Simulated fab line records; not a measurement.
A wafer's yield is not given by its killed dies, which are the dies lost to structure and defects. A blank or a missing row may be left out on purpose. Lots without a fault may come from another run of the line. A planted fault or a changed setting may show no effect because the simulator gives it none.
Struck lot and sound lot, side by side | flow berkeley cmos170 | 14 steps out of a route of 331
Sound: the wafers L277.2, L277.4, L277.6. The struck wafers were L270.4, L270.5, L270.6. The cause is named last.
Each step with rows lists, per side, the tool, then ch with its chambers, then its first start. Under that, the readings that differ: sound wafers | struck wafers | difference of the means | sigmas: that difference in standard deviations of wafers without a fault.
alike: readings with means less than 2 such deviations apart, plus words and numbers identical on both sides. not compared: withheld readings, readings lacking a value on some wafer, bounds such as >300 that could conceal the same value, and numbers that have no deviation in the record and whose values overlap.
Wherever a step has rows on one side only, a row that says differs or no value, or a row with sigmas, the two part there. Non-overlapping numbers with no deviation appear without sigmas and do not part them. Lack of a reading on every wafer of one side parts them only where that side has two or more wafers.

UCB170_NLDD_STRIP_10: strips in O2.
  sound on plasma asher-02 ch 0,1, day 12 03:30; struck on plasma asher-03 ch 0,1, day 11 08:25
  alike: drypump motor current A, oes product au, strip time to endpoint s
  not compared: rf hours counter h
UCB170_NLDD_TW_MEAS_11:
  struck on film metro-02, day 11 08:31; sound on film metro-01, day 12 03:37
  alike: NLDD_TW
then, 1 step without rows for these wafers: UCB170_NLDD_CLEAN_12 (cleans in SPM, time 600 s).
UCB170_SPACER_CVD_00: deposits SiO2 from TEOS/O2, target thk 376 nm, time 47 s.
  sound on pecvd-01 ch 0,1,2, day 12 07:09; struck on pecvd-02 ch 0,1, day 11 08:46
  alike: heater power w, rf fwd power W
UCB170_SPACER_THK_MEAS_01:
  struck on film metro-04, day 11 08:50; sound on film metro-01, day 12 07:13
  alike: SPACER_TEOS_THK
then, 1 step without rows for these wafers: UCB170_SPACER_ANNEAL_02 (time 1800 s).
UCB170_SPACER_ETCHBACK_03: etches SiO2 in CHF3/CF4/Ar, stops on Si, target depth 376 nm, time 100 s.
  sound on rie diel-02 ch 0,1,2, day 12 12:17; struck on rie diel-04 ch 0,3, day 11 12:45
  alike: drypump motor current A, oes product au, rf fwd power W, throttle valve pct
  not compared: rf hours counter h
then, 5 steps without rows for these wafers: UCB170_PSD_HMDS_00 (prime time 60 s); UCB170_PSD_COAT_01 (resist thk 900 nm); UCB170_PSD_SOFTBAKE_02 (time 60 s); UCB170_PSD_EXPOSE_03 (exposes mask PSELECT MOD, target cd 1200 nm); UCB170_PSD_PEB_04.
UCB170_PSD_DEVELOP_05: develop time 45 s.
  struck on litho track-04, day 11 16:00; sound on litho track-02 ch 0, day 12 14:00
  no value came back on the struck wafers for chill plate temp C (C), develop time s (s); on the sound wafers chill plate temp C (C) reads 23.01 22.92 23.02
  reading                              | sound             | struck            | difference | sigmas
  model.KrF_of_PSD_COAT_01.thk nm (nm) | 890.8 887.5 889.2 | 899.2 899.7 898.9 | +10.1      |
UCB170_PSD_CD_MEAS_06: the cd target is 1200 nm.
  struck on cd sem-01, day 11 16:56; sound on cd sem-02, day 12 14:57
  reading    | sound                | struck | difference                    | sigmas
  cd nm (nm) | 1199.7 1200.9 1200.4 | - - -  | no value on the struck wafers |

## WHERE THEY PART
First at UCB170_PSD_DEVELOP_05; last, within this record, at UCB170_PSD_CD_MEAS_06.

WHY: what had been put in by the simulator
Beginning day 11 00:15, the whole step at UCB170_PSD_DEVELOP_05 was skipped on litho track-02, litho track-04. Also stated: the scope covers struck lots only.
